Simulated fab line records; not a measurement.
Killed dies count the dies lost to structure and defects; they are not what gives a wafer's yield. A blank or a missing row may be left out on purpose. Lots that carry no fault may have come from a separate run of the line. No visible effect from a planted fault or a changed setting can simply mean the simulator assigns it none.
fab line records | flow ritCmos | part 2 of 2: steps 34 to 47 of 47
[record] lots = 5 wafers = 15 lastDay = 7
route steps=202 shown PRETRO@64 GATE@75 FOX2@80 REOX@98 NLDD@103
lots with no fault: from the same line, run without faults
startH: the number of hours between the record's first day and the start of the first shown wafer of the lot | waitH: how many hours have passed since the lot's step before this one | " as in the row above | L1.1+2: one row covering several wafers at once | - value missing, or start not given | * or withheld: withheld | < > ~ a bound
route shown NAME@n: names a module that has steps shown in the file, with the first one's number in the route | usual: the fault-free wafers' mean and standard deviation | same: alike in all rows | chamber/n: place in a boat | sites: each site's reading | _std_site: the values' standard deviation | _edge_site: mean of outer sites minus mean of inner sites | radiusMm: how far each site lies from the wafer's centre | mask NAME#n: copy n | behind: the last tool/chamber to shape the wafer | hold: the reason the lot was held/the length of the hold in hours/how it ended | device: which transistor (n, p or np) failed to switch | end of line: at the end of the route, the tests of the same wafers | a step with no rows: only its recipe | killed: dies lost to structure and defects at the first sort, not the wafer's yield | map: a wafer's dies, x killed, . not, _ none there
set.NAME: setting as actually run; set.NAME@STEP: the setting as run at that earlier step | model.NAME: the simulator's own value behind a step, which no gauge read
lots at some steps of the route; a table a step, a row a wafer
services: when a tool's chamber went out of use (startH, in hours from the record's first day, below 0 if earlier), for how many hours, and the reason
[[steps]]
[step RIT_GATE_CD_MEAS_90]
[recipe] targetCdNm = 150
[usual] cdNm = 149.3/2.1
// columns lot.wafer tool chamber startH waitH cdNm
L084.2 cdSem-01 - 88.59 0.1 150.0
L084.3 " - " " 150.5
L084.6 " - " " 146.8
L085.1 cdSem-01 - 93.68 0.1 151.7
L085.2 " - " " 150.0
L085.3 " - " " 149.8
L088.3 cdSem-01 - 111.69 0.1 147.1
L088.4 " - " " 146.7
L088.6 " - " " 147.7
L093.2 cdSem-02 - 140.44 0.1 146.7
L093.4 " - " " 146.8
L093.6 " - " " 148.1
L096.1 cdSem-02 - 154.17 0.1 148.2
L096.4 " - " " 147.3
L096.5 " - " " 150.0
[step RIT_REOX_CLEAN_00]
[recipe] chemistry = SC1 mix = 3:3:50 timeS = 600 tempC = 75
[usual] bathGuardTempC = 75.0/0.51
// columns lot.wafer tool chamber startH waitH bathGuardTempC
L084.2 wetBench-03 3 88.69 0.1 74.9
L084.3 " 3 " " 74.6
L084.6 " 3 " " 74.6
L085.1 wetBench-03 1 93.80 0.1 75.2
L085.2 " 1 " " 75.4
L085.3 " 1 " " 75.4
L088.3 wetBench-01 2 111.77 0.1 75.5
L088.4 " 2 " " 75.6
L088.6 " 2 " " 75.7
L093.2 wetBench-04 2 140.54 0.1 74.1
L093.4 " 2 " " 74.2
L093.6 " 2 " " 74.0
L096.1 wetBench-04 2 154.29 0.1 73.9
L096.4 " 2 " " 73.6
L096.5 " 2 " " 73.9
[step RIT_REOX_CLEAN_01]
[recipe] chemistry = dHF dilution = 50:1 timeS = 30
// columns lot.wafer tool chamber startH waitH
L084.2+3+6 wetBench-01 0 88.87 0.0
L085.1+2+3 wetBench-04 2 93.98 0.0
L088.3+4+6 wetBench-03 0 111.95 0.0
L093.2+4+6 wetBench-01 0 140.75 0.0
L096.1+4+5 wetBench-01 3 154.48 0.0
[step RIT_REOX_CLEAN_02]
[recipe] chemistry = SC2 mix = 3:3:50 timeS = 600 tempC = 75 dry = n2Spin
[usual] bathGuardTempC = 74.7/0.5
// columns lot.wafer tool chamber startH waitH bathGuardTempC
L084.2 wetBench-04 3 88.88 0.0 74.8
L084.3 " 3 " " 74.8
L084.6 " 3 " " 74.7
L085.1 wetBench-03 0 94.00 0.0 74.9
L085.2 " 0 " " 74.4
L085.3 " 0 " " 75.0
L088.3 wetBench-01 0 111.96 0.0 75.0
L088.4 " 0 " " 74.9
L088.6 " 0 " " 75.3
L093.2 wetBench-03 2 140.76 0.0 74.7
L093.4 " 2 " " 74.8
L093.6 " 2 " " 74.8
L096.1 wetBench-04 1 154.50 0.0 73.9
L096.4 " 1 " " 74.0
L096.5 " 1 " " 73.8
[step RIT_REOX_OXIDATION_03]
[recipe] tempC = 900 ambient = O2 targetThkA = 252 oxTimeS = 5580
// columns lot.wafer tool chamber startH waitH
L084.2+3+6 furnace-04 0 89.67 0.6
L085.1+2+3 furnace-02 0 94.89 0.7
L088.3+4+6 furnace-02 0 114.27 2.1
L093.2+4+6 furnace-04 0 143.30 2.4
L096.1+4+5 furnace-02 0 154.69 0.0
[step RIT_REOX_THK_MEAS_04]
[recipe] reads = SiO2_of_REOX_OXIDATION_03
[usual] REOX_OXIDE_THK = 24.9/0.49
// columns lot.wafer tool chamber startH waitH REOX_OXIDE_THK[nm]
L084.2 filmMetro-04 - 92.23 0.0 25.3
L084.3 " - " " 25.4
L084.6 " - " " 24.9
L085.1 filmMetro-01 - 97.44 0.0 25.0
L085.2 " - " " 24.5
L085.3 " - " " 25.3
L088.3 filmMetro-03 - 116.84 0.0 25.2
L088.4 " - " " 25.1
L088.6 " - " " 25.1
L093.2 filmMetro-01 - 145.86 0.0 24.7
L093.4 " - " " 24.8
L093.6 " - " " 24.8
L096.1 filmMetro-01 - 157.24 0.0 25.0
L096.4 " - " " 25.0
L096.5 " - " " 25.5
[step RIT_NLDD_HMDS_00]
[recipe] primeTimeS = 60 primeTempC = 140
// columns lot.wafer tool chamber startH waitH
L084.2+3+6 lithoTrack-02 0 92.31 0.1
L085.1+2+3 lithoTrack-02 0 97.50 0.1
L088.3+4+6 lithoTrack-04 0 116.93 0.1
L093.2+4+6 lithoTrack-02 0 145.94 0.1
L096.1+4+5 lithoTrack-04 0 157.30 0.1
[step RIT_NLDD_COAT_01]
[recipe] resist = NOVOLAK spinRpm = 3250 resistThkNm = 1000
// columns lot.wafer tool chamber startH waitH
L084.2+3+6 lithoTrack-02 0 92.46 0.1
L085.1+2+3 lithoTrack-02 0 97.65 0.1
L088.3+4+6 lithoTrack-04 0 117.08 0.1
L093.2+4+6 lithoTrack-02 0 146.09 0.1
L096.1+4+5 lithoTrack-04 0 157.45 0.1
[step RIT_NLDD_SOFTBAKE_02]
[recipe] resist = NOVOLAK tempC = 90 timeS = 60
[usual] plateTempC = 90.02/0.14
// columns lot.wafer tool chamber startH waitH plateTempC
L084.2 lithoTrack-02 0 92.61 0.1 89.95
L084.3 " 0 " " 90.10
L084.6 " 0 " " 90.09
L085.1 lithoTrack-02 0 97.80 0.1 90.16
L085.2 " 0 " " 89.99
L085.3 " 0 " " 90.38
L088.3 lithoTrack-04 0 117.23 0.1 89.85
L088.4 " 0 " " 89.97
L088.6 " 0 " " 90.04
L093.2 lithoTrack-02 0 146.24 0.1 89.92
L093.4 " 0 " " 89.96
L093.6 " 0 " " 89.88
L096.1 lithoTrack-04 0 157.60 0.1 89.97
L096.4 " 0 " " 89.95
L096.5 " 0 " " 90.00
[step RIT_NLDD_EXPOSE_03]
[recipe] maskId = M7 na = 0.57 targetCdNm = 40700 doseMj = 250
// columns lot.wafer tool chamber startH waitH mask
L084.2+3+6 ilineStepper-02 0 92.88 0.2 M7#0
L085.1+2+3 ilineStepper-01 0 98.07 0.2 M7#0
L088.3+4+6 ilineStepper-01 0 117.37 0.1 M7#0
L093.2+4+6 ilineStepper-01 0 146.38 0.1 M7#0
L096.1+4+5 ilineStepper-02 0 157.88 0.2 M7#0
[step RIT_NLDD_PEB_04]
[recipe] resist = NOVOLAK tempC = withheld timeS = withheld
// columns lot.wafer tool chamber startH waitH
L084.2+3+6 lithoTrack-03 0 93.12 0.2
L085.1+2+3 lithoTrack-04 0 98.19 0.1
L088.3+4+6 lithoTrack-03 0 117.50 0.1
L093.2+4+6 lithoTrack-03 0 146.50 0.1
L096.1+4+5 lithoTrack-03 0 157.99 0.1
[step RIT_NLDD_DEVELOP_05]
[recipe] resist = NOVOLAK developTimeS = 50 devTempC = 23
// columns lot.wafer tool chamber startH waitH
L084.2+3+6 lithoTrack-03 0 - -
L085.1+2+3 lithoTrack-04 0 - -
L088.3+4+6 lithoTrack-03 0 - -
L093.2+4+6 lithoTrack-03 0 - -
L096.1+4+5 lithoTrack-03 0 - -
[step RIT_NLDD_OVL_MEAS_06]
[usual] NLDD_OVL = 0.2/1.6
// columns lot.wafer tool chamber startH waitH NLDD_OVL[nm]
L084.2 overlay-02 - 93.38 - 3.4
L084.3 " - " " 0.4
L084.6 " - " " 0.4
L085.1 overlay-02 - 98.47 - 0.2
L085.2 " - " " -0.9
L085.3 " - " " -0.9
L088.3 overlay-02 - 117.74 - 0.4
L088.4 " - " " -1.8
L088.6 " - " " -0.8
L093.2 overlay-01 - 146.77 - -2.5
L093.4 " - " " -1.7
L093.6 " - " " -1.9
L096.1 overlay-01 - 158.28 - -1.0
L096.4 " - " " 0.0
L096.5 " - " " -2.2
[step RIT_NLDD_HARDBAKE_07]
[recipe] resist = NOVOLAK tempC = 140 timeS = 60
[usual] plateTempC = 139.99/0.15
// columns lot.wafer tool chamber startH waitH plateTempC
L084.2 lithoTrack-04 0 93.44 0.0 140.30
L084.3 " 0 " " 140.18
L084.6 " 0 " " 140.18
L085.1 lithoTrack-04 0 98.51 0.0 139.81
L085.2 " 0 " " 140.05
L085.3 " 0 " " 140.12
L088.3 lithoTrack-04 0 117.82 0.1 139.92
L088.4 " 0 " " 140.08
L088.6 " 0 " " 140.05
L093.2 lithoTrack-04 0 146.82 0.0 140.03
L093.4 " 0 " " 140.01
L093.6 " 0 " " 139.95
L096.1 lithoTrack-03 0 158.31 0.0 139.81
L096.4 " 0 " " 139.65
L096.5 " 0 " " 139.73
[[services]]
// columns tool chamber startH hours kind
rieSi-01 - 69.51 0.6 repair
plasmaAsher-01 - 87.05 0.5 repair
implanter-02 - 88.90 1.5 repair
furnace-03 - 99.91 3.2 pm
plasmaAsher-01 - 108.75 9.0 pm
plasmaAsher-01 0 108.75 9.0 ventCycle
plasmaAsher-01 1 108.75 9.0 ventCycle
rieSi-01 1 113.01 - clean
rieSi-01 1 113.01 15.0 scheduledDown
rieSi-01 1 113.01 15.0 ventCycle
plasmaAsher-01 0 117.75 - clean
plasmaAsher-01 1 117.75 - clean
plasmaAsher-02 - 119.68 1.4 repair
wetBench-01 - 123.79 3.6 repair
implanter-02 - 123.82 2.2 repair
implanter-03 - 134.55 0.6 repair
ilineStepper-01 - 135.48 1.7 pm
rieSi-01 0 137.03 6.4 repair
furnace-02 - 142.15 2.7 pm
ilineStepper-02 - 144.76 1.7 pm
furnace-02 - 144.88 3.5 pm
